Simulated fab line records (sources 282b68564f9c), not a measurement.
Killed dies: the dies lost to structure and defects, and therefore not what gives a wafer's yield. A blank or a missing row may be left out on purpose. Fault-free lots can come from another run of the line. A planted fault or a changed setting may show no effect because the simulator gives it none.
fab line records	flow ritCmos	part 1 of 2: steps 1 to 28 of 40
[record] lots = 5	wafers = 15	lastDay = 7
route steps=202 shown GATE@94 REOX@98 NLDD@103 PLDD@114 SPACER@125 NSD@131
lots that met no fault: from a run of the same line without faults
startH: hours from the record's first day to the start of the lot's first wafer shown	waitH: how many hours have passed since the lot's step before this one	" unchanged from the row above	L1.1+2: one row covering several wafers at once	- either no value or no given start	* or withheld: withheld	< > ~ a bound
route shown NAME@n: NAME is a module with steps in the file, n the number in the route of the first one	usual: the fault-free wafers' mean and standard deviation	same: alike in all rows	chamber/n: place in a boat	sites: the reading at each site	_std_site: standard deviation across them	_edge_site: mean of outer sites minus mean of inner sites	radiusMm: for every site, how far away it sits from the centre of the wafer	mask NAME#n: copy n	behind: the last tool/chamber to shape the wafer	hold: what put the lot on hold/how long, in hours/how the hold closed	device: the n, p or np transistor that did not switch	end of line: the same wafers' tests at the end of the route	a step given without rows: its recipe and nothing more	killed: dies lost to structure and defects at the first sort, not the wafer's yield	map: per-die view of a wafer (x killed, . not killed, _ where there is no die)
set.NAME: the setting the step ran with; set.NAME@STEP: the setting that earlier step ran with	model.NAME: the simulator's own value behind a step, which no gauge read
lots at selected steps of the route; one table per step, one row per wafer
services: when a tool's chamber went out of use (startH, in hours from the record's first day, below 0 if earlier), for how many hours, and the reason
[[steps]]
[step RIT_GATE_HARDBAKE_18]
[recipe] resist = NOVOLAK	tempC = 140	timeS = 60
[usual] exhaustPa = 44.7/0.85
lot.wafer	tool	chamber	startH	waitH	exhaustPa
L078.1	lithoTrack-01	0	57.84	0.0	44.0
L078.2	"	0	"	"	44.8
L078.6	"	0	"	"	44.1
L079.1	lithoTrack-04	0	63.85	0.1	45.0
L079.2	"	0	"	"	45.5
L079.3	"	0	"	"	45.2
L084.1	lithoTrack-01	0	86.67	0.1	44.6
L084.2	"	0	"	"	45.1
L084.6	"	0	"	"	44.8
L088.1	lithoTrack-03	0	106.01	0.0	43.5
L088.3	"	0	"	"	44.4
L088.6	"	0	"	"	45.1
L097.3	lithoTrack-04	0	151.71	0.1	46.1
L097.5	"	0	"	"	44.9
L097.6	"	0	"	"	44.2
[step RIT_GATE_ETCH_19]
[recipe] chemistry = SF6/CHF3/O2	timeS = 165	SF6_flow_sccm = 30	CHF3_flow_sccm = 30	O2_flow_sccm = 5	target = poly-Si	pressureMtorr = 40	rfW = 160	targetDepthA = 3125	overEtchFrac = 0.25	stopOn = SiO2
[usual] chamberPressureMTorr = 40.01/0.045	drypumpMotorCurrentA = 5.6/0.38	oesProductAu = 0.840/0.0089	throttleValvePct = 10.24/0.18
lot.wafer	tool	chamber	startH	waitH	chamberPressureMTorr	drypumpMotorCurrentA	oesProductAu	rfHoursCounterH	throttleValvePct
L078.1	rieSi-01	2	57.99	0.1	40.04	5.7	0.836	3	10.33
L078.2	"	1	"	"	40.05	5.3	0.837	79	10.49
L078.6	"	0	"	"	39.99	4.8	0.829	-	10.18
L079.1	rieSi-02	2	64.00	0.1	39.98	5.4	0.852	144	9.97
L079.2	"	0	"	"	39.99	6.1	0.845	30	10.24
L079.3	"	1	"	"	40.08	5.6	0.846	1	10.47
L084.1	rieSi-01	3	86.82	0.1	40.02	5.8	0.830	146	10.21
L084.2	"	1	"	"	39.97	5.3	0.840	79	10.48
L084.6	"	1	"	"	39.99	5.3	0.842	-	10.50
L088.1	rieSi-01	2	106.16	0.1	40.01	5.7	0.847	3	10.34
L088.3	"	1	"	"	40.02	5.4	0.849	79	10.50
L088.6	"	2	"	"	40.05	5.7	0.844	-	10.34
L097.3	rieSi-02	3	151.81	0.1	39.99	5.9	0.849	1	10.02
L097.5	"	0	"	"	40.03	6.1	0.843	-	10.24
L097.6	"	1	"	"	39.99	5.6	0.847	-	10.47
[step RIT_GATE_STRIP_20]
[recipe] chemistry = O2	timeS = 180	resist = NOVOLAK	platenTempC = withheld	powerW = 500	pressureMtorr = 4000	o2FlowSccm = 4000
[usual] chamberPressureMTorr = 4000/3.8	drypumpMotorCurrentA = 5.8/0.37
lot.wafer	tool	chamber	startH	waitH	chamberPressureMTorr	drypumpMotorCurrentA	rfHoursCounterH
L078.1	plasmaAsher-01	1	58.09	0.1	3998	5.5	42
L078.2	"	0	"	"	4007	5.4	42
L078.6	"	0	"	"	4003	5.4	-
L079.1	plasmaAsher-03	0	64.11	0.1	3998	5.7	26
L079.2	"	1	"	"	4001	5.6	26
L079.3	"	1	"	"	4001	5.6	-
L084.1	plasmaAsher-03	0	86.93	0.1	4003	5.7	29
L084.2	"	1	"	"	4003	5.6	29
L084.6	"	0	"	"	4009	5.7	-
L088.1	plasmaAsher-01	1	106.27	0.1	4000	5.5	47
L088.3	"	0	"	"	4000	5.4	-
L088.6	"	0	"	"	4002	5.4	-
L097.3	plasmaAsher-01	0	151.97	0.1	4005	5.4	-
L097.5	"	0	"	"	3994	5.4	-
L097.6	"	1	"	"	3997	5.5	-
[step RIT_GATE_CD_MEAS_90]
[recipe] targetCdNm = 150
[usual] cdNm = 151.2/2.5
lot.wafer	tool	chamber	startH	waitH	cdNm
L078.1	cdSem-02	-	58.27	0.1	151.5
L078.2	"	-	"	"	153.6
L078.6	"	-	"	"	151.8
L079.1	cdSem-01	-	64.28	0.1	153.5
L079.2	"	-	"	"	153.2
L079.3	"	-	"	"	152.9
L084.1	cdSem-02	-	87.10	0.1	152.7
L084.2	"	-	"	"	152.8
L084.6	"	-	"	"	152.7
L088.1	cdSem-02	-	106.44	0.1	154.8
L088.3	"	-	"	"	156.5
L088.6	"	-	"	"	155.6
L097.3	cdSem-02	-	152.13	0.1	148.8
L097.5	"	-	"	"	149.5
L097.6	"	-	"	"	149.4
[step RIT_REOX_CLEAN_00]
[recipe] chemistry = SC1	mix = 3:3:50	timeS = 600	tempC = 75
lot.wafer	tool	chamber	startH	waitH
L078.1+2+6	wetBench-04	2	58.39	0.1
L079.1+2+3	wetBench-04	2	64.40	0.1
L084.1+2+6	wetBench-03	0	87.22	0.1
L088.1+3+6	wetBench-02	0	106.56	0.1
L097.3+5+6	wetBench-04	3	152.21	0.1
[step RIT_REOX_CLEAN_01]
[recipe] chemistry = dHF	dilution = 50:1	timeS = 30
lot.wafer	tool	chamber	startH	waitH
L078.1+2+6	wetBench-03	0	58.58	0.0
L079.1+2+3	wetBench-02	2	64.58	0.0
L084.1+2+6	wetBench-04	2	87.41	0.0
L088.1+3+6	wetBench-04	2	106.74	0.0
L097.3+5+6	wetBench-03	3	152.38	0.0
[step RIT_REOX_CLEAN_02]
[recipe] chemistry = SC2	mix = 3:3:50	timeS = 600	tempC = 75	dry = n2Spin
lot.wafer	tool	chamber	startH	waitH
L078.1+2+6	wetBench-02	3	58.60	0.0
L079.1+2+3	wetBench-04	2	64.60	0.0
L084.1+2+6	wetBench-03	2	87.43	0.0
L088.1+3+6	wetBench-03	0	106.76	0.0
L097.3+5+6	wetBench-04	1	152.40	0.0
[step RIT_REOX_OXIDATION_03]
[recipe] tempC = 900	ambient = O2	targetThkA = 252	oxTimeS = 5580
[usual] oxTempCMax = 904.0/1.4
[same] oxTimeS = 5580
lot.wafer	tool	chamber	startH	waitH	oxTempCMax
L078.1	furnace-03	0	58.77	0.0	902.4
L078.2	"	0	"	"	902.1
L078.6	"	0	"	"	902.4
L079.1	furnace-04	0	64.77	0.0	906.2
L079.2	"	0	"	"	905.2
L079.3	"	0	"	"	904.6
L084.1	furnace-03	0	87.62	0.0	901.4
L084.2	"	0	"	"	901.8
L084.6	"	0	"	"	902.3
L088.1	furnace-04	0	106.99	0.0	904.4
L088.3	"	0	"	"	903.3
L088.6	"	0	"	"	903.7
L097.3	furnace-04	0	153.07	0.5	904.8
L097.5	"	0	"	"	906.3
L097.6	"	0	"	"	904.2
[step RIT_REOX_THK_MEAS_04]
[recipe] reads = SiO2_of_REOX_OXIDATION_03
[usual] REOX_OXIDE_THK = 25.3/0.49
lot.wafer	tool	chamber	startH	waitH	REOX_OXIDE_THK[nm]
L078.1	filmMetro-03	-	61.32	0.0	24.9
L078.2	"	-	"	"	24.7
L078.6	"	-	"	"	24.3
L079.1	filmMetro-02	-	67.32	0.0	25.5
L079.2	"	-	"	"	25.5
L079.3	"	-	"	"	25.5
L084.1	filmMetro-04	-	90.17	0.0	25.5
L084.2	"	-	"	"	25.1
L084.6	"	-	"	"	25.3
L088.1	filmMetro-03	-	109.54	0.0	25.9
L088.3	"	-	"	"	25.9
L088.6	"	-	"	"	26.3
L097.3	filmMetro-02	-	155.64	0.0	25.9
L097.5	"	-	"	"	25.8
L097.6	"	-	"	"	26.0
[step RIT_NLDD_HMDS_00]
[recipe] primeTimeS = 60	primeTempC = 140
[usual] exhaustPa = 44.9/0.85
lot.wafer	tool	chamber	startH	waitH	exhaustPa
L078.1	lithoTrack-02	0	61.68	0.3	43.9
L078.2	"	0	"	"	45.0
L078.6	"	0	"	"	45.8
L079.1	lithoTrack-02	0	67.38	0.1	45.1
L079.2	"	0	"	"	44.4
L079.3	"	0	"	"	44.9
L084.1	lithoTrack-01	0	90.23	0.1	45.2
L084.2	"	0	"	"	45.2
L084.6	"	0	"	"	44.6
L088.1	lithoTrack-02	0	109.71	0.2	44.5
L088.3	"	0	"	"	45.9
L088.6	"	0	"	"	46.3
L097.3	lithoTrack-01	0	155.73	0.1	45.2
L097.5	"	0	"	"	45.6
L097.6	"	0	"	"	44.4
[step RIT_NLDD_COAT_01]
[recipe] resist = NOVOLAK	spinRpm = 3250	resistThkNm = 1000
[usual] exhaustPa = 44.8/0.92
lot.wafer	tool	chamber	startH	waitH	exhaustPa
L078.1	lithoTrack-02	0	61.83	0.1	44.5
L078.2	"	0	"	"	44.3
L078.6	"	0	"	"	44.7
L079.1	lithoTrack-02	0	67.53	0.1	43.3
L079.2	"	0	"	"	42.2
L079.3	"	0	"	"	44.7
L084.1	lithoTrack-01	0	90.38	0.1	45.2
L084.2	"	0	"	"	46.6
L084.6	"	0	"	"	45.2
L088.1	lithoTrack-02	0	109.86	0.1	45.0
L088.3	"	0	"	"	44.4
L088.6	"	0	"	"	45.4
L097.3	lithoTrack-01	0	155.88	0.1	46.1
L097.5	"	0	"	"	44.2
L097.6	"	0	"	"	45.8
[step RIT_NLDD_SOFTBAKE_02]
[recipe] resist = NOVOLAK	tempC = 90	timeS = 60
[usual] exhaustPa = 44.9/1
lot.wafer	tool	chamber	startH	waitH	exhaustPa
L078.1	lithoTrack-02	0	61.98	0.1	43.1
L078.2	"	0	"	"	45.7
L078.6	"	0	"	"	45.2
L079.1	lithoTrack-02	0	67.68	0.1	45.9
L079.2	"	0	"	"	45.8
L079.3	"	0	"	"	45.7
L084.1	lithoTrack-01	0	90.53	0.1	45.8
L084.2	"	0	"	"	43.4
L084.6	"	0	"	"	45.6
L088.1	lithoTrack-02	0	110.01	0.1	44.8
L088.3	"	0	"	"	46.1
L088.6	"	0	"	"	45.1
L097.3	lithoTrack-01	0	156.03	0.1	44.9
L097.5	"	0	"	"	45.6
L097.6	"	0	"	"	44.9
[step RIT_NLDD_EXPOSE_03]
[recipe] maskId = M7	na = 0.57	targetCdNm = 40700	doseMj = 250
lot.wafer	tool	chamber	startH	waitH	mask
L078.1+2+6	ilineStepper-02	0	62.25	0.2	M7#0
L079.1+2+3	ilineStepper-01	0	67.96	0.2	M7#0
L084.1+2+6	ilineStepper-01	0	90.81	0.2	M7#0
L088.1+3+6	ilineStepper-01	0	110.16	0.1	M7#0
L097.3+5+6	ilineStepper-01	0	156.30	0.2	M7#0
[step RIT_NLDD_PEB_04]
[recipe] resist = NOVOLAK	tempC = withheld	timeS = withheld
[usual] exhaustPa = 45.1/0.82
lot.wafer	tool	chamber	startH	waitH	exhaustPa
L078.1	lithoTrack-01	0	62.37	0.1	43.5
L078.2	"	0	"	"	45.5
L078.6	"	0	"	"	43.4
L079.1	lithoTrack-03	0	68.07	0.1	44.4
L079.2	"	0	"	"	45.0
L079.3	"	0	"	"	43.7
L084.1	lithoTrack-03	0	90.92	0.1	45.3
L084.2	"	0	"	"	45.7
L084.6	"	0	"	"	45.7
L088.1	lithoTrack-02	0	110.28	0.1	45.0
L088.3	"	0	"	"	43.8
L088.6	"	0	"	"	44.9
L097.3	lithoTrack-03	0	156.42	0.1	45.2
L097.5	"	0	"	"	46.2
L097.6	"	0	"	"	45.5
[step RIT_NLDD_DEVELOP_05]
[recipe] resist = NOVOLAK	developTimeS = 50	devTempC = 23
[usual] exhaustPa = 44.9/0.86
lot.wafer	tool	chamber	startH	waitH	exhaustPa
L078.1	lithoTrack-01	0	-	-	45.3
L078.2	"	0	"	"	45.3
L078.6	"	0	"	"	45.0
L079.1	lithoTrack-03	0	-	-	46.8
L079.2	"	0	"	"	45.2
L079.3	"	0	"	"	46.7
L084.1	lithoTrack-03	0	-	-	43.6
L084.2	"	0	"	"	44.6
L084.6	"	0	"	"	45.0
L088.1	lithoTrack-02	0	-	-	45.4
L088.3	"	0	"	"	45.2
L088.6	"	0	"	"	44.6
L097.3	lithoTrack-03	0	-	-	46.3
L097.5	"	0	"	"	44.8
L097.6	"	0	"	"	45.4
[step RIT_NLDD_OVL_MEAS_06]
[usual] NLDD_OVL = -1.1/1.2
lot.wafer	tool	chamber	startH	waitH	NLDD_OVL[nm]
L078.1	overlay-01	-	62.65	-	-0.4
L078.2	"	-	"	"	-0.9
L078.6	"	-	"	"	-1.0
L079.1	overlay-02	-	68.36	-	-0.6
L079.2	"	-	"	"	-2.0
L079.3	"	-	"	"	-0.9
L084.1	overlay-02	-	91.21	-	-1.1
L084.2	"	-	"	"	-0.9
L084.6	"	-	"	"	-1.5
L088.1	overlay-01	-	110.56	-	-3.0
L088.3	"	-	"	"	-0.5
L088.6	"	-	"	"	-2.7
L097.3	overlay-01	-	156.67	-	-2.7
L097.5	"	-	"	"	-0.4
L097.6	"	-	"	"	-2.5
[step RIT_NLDD_HARDBAKE_07]
[recipe] resist = NOVOLAK	tempC = 140	timeS = 60
[usual] exhaustPa = 44.7/0.88
lot.wafer	tool	chamber	startH	waitH	exhaustPa
L078.1	lithoTrack-02	0	62.84	0.2	46.2
L078.2	"	0	"	"	45.2
L078.6	"	0	"	"	45.0
L079.1	lithoTrack-03	0	68.39	0.0	45.3
L079.2	"	0	"	"	44.5
L079.3	"	0	"	"	45.5
L084.1	lithoTrack-01	0	91.40	0.2	44.3
L084.2	"	0	"	"	45.4
L084.6	"	0	"	"	44.6
L088.1	lithoTrack-02	0	110.60	0.0	44.2
L088.3	"	0	"	"	46.0
L088.6	"	0	"	"	45.4
L097.3	lithoTrack-02	0	156.74	0.1	44.0
L097.5	"	0	"	"	46.3
L097.6	"	0	"	"	44.3
[step RIT_NLDD_IMPLANT_08]
[recipe] species = P	energyKev = 20	doseCm2 = 5e+14	tiltDeg = 7
lot.wafer	tool	chamber	startH	waitH
L078.1+2+6	implanter-02	0	62.99	0.1
L079.1+2+3	implanter-01	0	68.54	0.1
L084.1+2+6	implanter-01	0	91.55	0.1
L088.1+3+6	implanter-03	0	110.75	0.1
L097.3+5+6	implanter-03	0	156.89	0.1
[step RIT_NLDD_STRIP_09]
[recipe] chemistry = O2	timeS = 180	resist = NOVOLAK	platenTempC = withheld	powerW = 500	pressureMtorr = 4000	o2FlowSccm = 4000
[usual] chamberPressureMTorr = 4000/3.7	drypumpMotorCurrentA = 6.1/0.33
lot.wafer	tool	chamber	startH	waitH	chamberPressureMTorr	drypumpMotorCurrentA	rfHoursCounterH
L078.1	plasmaAsher-02	0	63.14	0.1	3993	6.4	40
L078.2	"	1	"	"	4005	6.3	40
L078.6	"	1	"	"	3996	6.3	-
L079.1	plasmaAsher-03	0	68.69	0.1	3995	5.7	27
L079.2	"	1	"	"	3996	5.7	27
L079.3	"	0	"	"	3997	5.7	-
L084.1	plasmaAsher-03	1	91.70	0.1	3997	5.6	30
L084.2	"	0	"	"	4001	5.7	30
L084.6	"	1	"	"	3999	5.7	-
L088.1	plasmaAsher-02	0	110.90	0.1	3997	6.4	45
L088.3	"	1	"	"	4001	6.3	-
L088.6	"	1	"	"	4003	6.3	-
L097.3	plasmaAsher-02	0	157.05	0.1	4001	6.4	-
L097.5	"	1	"	"	4000	6.3	-
L097.6	"	0	"	"	4006	6.4	-
[step RIT_NLDD_TW_MEAS_10]
[usual] NLDD_TW = 2488/21
lot.wafer	tool	chamber	startH	waitH	NLDD_TW
L078.1	filmMetro-02	-	63.31	0.1	2491
L078.2	"	-	"	"	2502
L078.6	"	-	"	"	2500
L079.1	filmMetro-03	-	68.87	0.1	2497
L079.2	"	-	"	"	2496
L079.3	"	-	"	"	2510
L084.1	filmMetro-01	-	91.87	0.1	2461
L084.2	"	-	"	"	2461
L084.6	"	-	"	"	2477
L088.1	filmMetro-03	-	111.07	0.1	2494
L088.3	"	-	"	"	2492
L088.6	"	-	"	"	2500
L097.3	filmMetro-01	-	157.19	0.1	2457
L097.5	"	-	"	"	2449
L097.6	"	-	"	"	2462
[step RIT_PLDD_HMDS_00]
[recipe] primeTimeS = 60	primeTempC = 140
[usual] exhaustPa = 45.3/0.95
lot.wafer	tool	chamber	startH	waitH	exhaustPa
L078.1	lithoTrack-01	0	63.55	0.2	45.8
L078.2	"	0	"	"	45.3
L078.6	"	0	"	"	43.8
L079.1	lithoTrack-02	0	69.04	0.2	46.1
L079.2	"	0	"	"	45.5
L079.3	"	0	"	"	46.2
L084.1	lithoTrack-01	0	92.04	0.2	44.6
L084.2	"	0	"	"	43.9
L084.6	"	0	"	"	42.7
L088.1	lithoTrack-04	0	111.13	0.1	44.5
L088.3	"	0	"	"	46.0
L088.6	"	0	"	"	46.7
L097.3	lithoTrack-01	0	157.28	0.1	45.3
L097.5	"	0	"	"	45.4
L097.6	"	0	"	"	47.3
[step RIT_PLDD_COAT_01]
[recipe] resist = NOVOLAK	spinRpm = 3250	resistThkNm = 1000
[usual] exhaustPa = 44.9/0.89
lot.wafer	tool	chamber	startH	waitH	exhaustPa
L078.1	lithoTrack-01	0	63.70	0.1	45.7
L078.2	"	0	"	"	45.3
L078.6	"	0	"	"	45.2
L079.1	lithoTrack-02	0	69.19	0.1	45.2
L079.2	"	0	"	"	45.0
L079.3	"	0	"	"	44.4
L084.1	lithoTrack-01	0	92.19	0.1	44.7
L084.2	"	0	"	"	44.3
L084.6	"	0	"	"	42.7
L088.1	lithoTrack-04	0	111.28	0.1	45.7
L088.3	"	0	"	"	43.3
L088.6	"	0	"	"	44.5
L097.3	lithoTrack-01	0	157.43	0.1	45.7
L097.5	"	0	"	"	44.6
L097.6	"	0	"	"	44.9
[step RIT_PLDD_SOFTBAKE_02]
[recipe] resist = NOVOLAK	tempC = 90	timeS = 60
[usual] exhaustPa = 45.0/0.83
lot.wafer	tool	chamber	startH	waitH	exhaustPa
L078.1	lithoTrack-01	0	63.85	0.1	45.3
L078.2	"	0	"	"	43.2
L078.6	"	0	"	"	44.9
L079.1	lithoTrack-02	0	69.34	0.1	44.8
L079.2	"	0	"	"	44.4
L079.3	"	0	"	"	45.7
L084.1	lithoTrack-01	0	92.34	0.1	46.1
L084.2	"	0	"	"	45.8
L084.6	"	0	"	"	46.0
L088.1	lithoTrack-04	0	111.43	0.1	45.8
L088.3	"	0	"	"	45.1
L088.6	"	0	"	"	45.5
L097.3	lithoTrack-01	0	157.58	0.1	46.0
L097.5	"	0	"	"	45.0
L097.6	"	0	"	"	45.1
[step RIT_PLDD_EXPOSE_03]
[recipe] maskId = M8	na = 0.57	targetCdNm = 40900	doseMj = 250
lot.wafer	tool	chamber	startH	waitH	mask
L078.1+2+6	ilineStepper-02	0	64.00	0.1	M8#0
L079.1+2+3	ilineStepper-01	0	69.61	0.2	M8#0
L084.1+2+6	ilineStepper-02	0	92.49	0.1	M8#0
L088.1+3+6	ilineStepper-01	0	111.78	0.3	M8#0
L097.3+5+6	ilineStepper-02	0	157.72	0.1	M8#0
[step RIT_PLDD_PEB_04]
[recipe] resist = NOVOLAK	tempC = withheld	timeS = withheld
[usual] exhaustPa = 45.1/0.86
lot.wafer	tool	chamber	startH	waitH	exhaustPa
L078.1	lithoTrack-04	0	64.15	0.1	44.9
L078.2	"	0	"	"	45.8
L078.6	"	0	"	"	47.7
L079.1	lithoTrack-02	0	69.73	0.1	45.9
L079.2	"	0	"	"	45.7
L079.3	"	0	"	"	46.0
L084.1	lithoTrack-02	0	92.61	0.1	45.5
L084.2	"	0	"	"	46.0
L084.6	"	0	"	"	44.9
L088.1	lithoTrack-02	0	111.89	0.1	45.8
L088.3	"	0	"	"	45.5
L088.6	"	0	"	"	45.2
L097.3	lithoTrack-02	0	157.85	0.1	44.8
L097.5	"	0	"	"	43.3
L097.6	"	0	"	"	44.0
[step RIT_PLDD_DEVELOP_05]
[recipe] resist = NOVOLAK	developTimeS = 50	devTempC = 23
[usual] exhaustPa = 45.3/1
lot.wafer	tool	chamber	startH	waitH	exhaustPa
L078.1	lithoTrack-04	0	-	-	44.9
L078.2	"	0	"	"	44.5
L078.6	"	0	"	"	43.8
L079.1	lithoTrack-02	0	-	-	45.8
L079.2	"	0	"	"	46.1
L079.3	"	0	"	"	46.2
L084.1	lithoTrack-02	0	-	-	44.0
L084.2	"	0	"	"	44.8
L084.6	"	0	"	"	43.0
L088.1	lithoTrack-02	0	-	-	44.4
L088.3	"	0	"	"	45.5
L088.6	"	0	"	"	44.9
L097.3	lithoTrack-02	0	-	-	45.0
L097.5	"	0	"	"	43.9
L097.6	"	0	"	"	42.4
[step RIT_PLDD_OVL_MEAS_06]
[usual] PLDD_OVL = 0.0/1.4
lot.wafer	tool	chamber	startH	waitH	PLDD_OVL[nm]
L078.1	overlay-02	-	64.43	-	-1.1
L078.2	"	-	"	"	-0.1
L078.6	"	-	"	"	1.6
L079.1	overlay-01	-	70.01	-	-1.3
L079.2	"	-	"	"	-0.9
L079.3	"	-	"	"	0.4
L084.1	overlay-02	-	92.89	-	-0.4
L084.2	"	-	"	"	0.8
L084.6	"	-	"	"	-1.0
L088.1	overlay-02	-	112.17	-	-1.3
L088.3	"	-	"	"	-0.5
L088.6	"	-	"	"	-0.6
L097.3	overlay-02	-	158.09	-	3.1
L097.5	"	-	"	"	1.3
L097.6	"	-	"	"	0.5
[step RIT_PLDD_HARDBAKE_07]
[recipe] resist = NOVOLAK	tempC = 140	timeS = 60
[usual] exhaustPa = 44.8/0.89
lot.wafer	tool	chamber	startH	waitH	exhaustPa
L078.1	lithoTrack-02	0	64.47	0.0	44.7
L078.2	"	0	"	"	44.1
L078.6	"	0	"	"	44.7
L079.1	lithoTrack-01	0	70.07	0.0	45.1
L079.2	"	0	"	"	45.0
L079.3	"	0	"	"	45.4
L084.1	lithoTrack-02	0	92.93	0.0	44.3
L084.2	"	0	"	"	45.4
L084.6	"	0	"	"	45.4
L088.1	lithoTrack-04	0	112.21	0.0	44.6
L088.3	"	0	"	"	43.8
L088.6	"	0	"	"	44.7
L097.3	lithoTrack-01	0	158.17	0.1	44.4
L097.5	"	0	"	"	45.2
L097.6	"	0	"	"	44.7
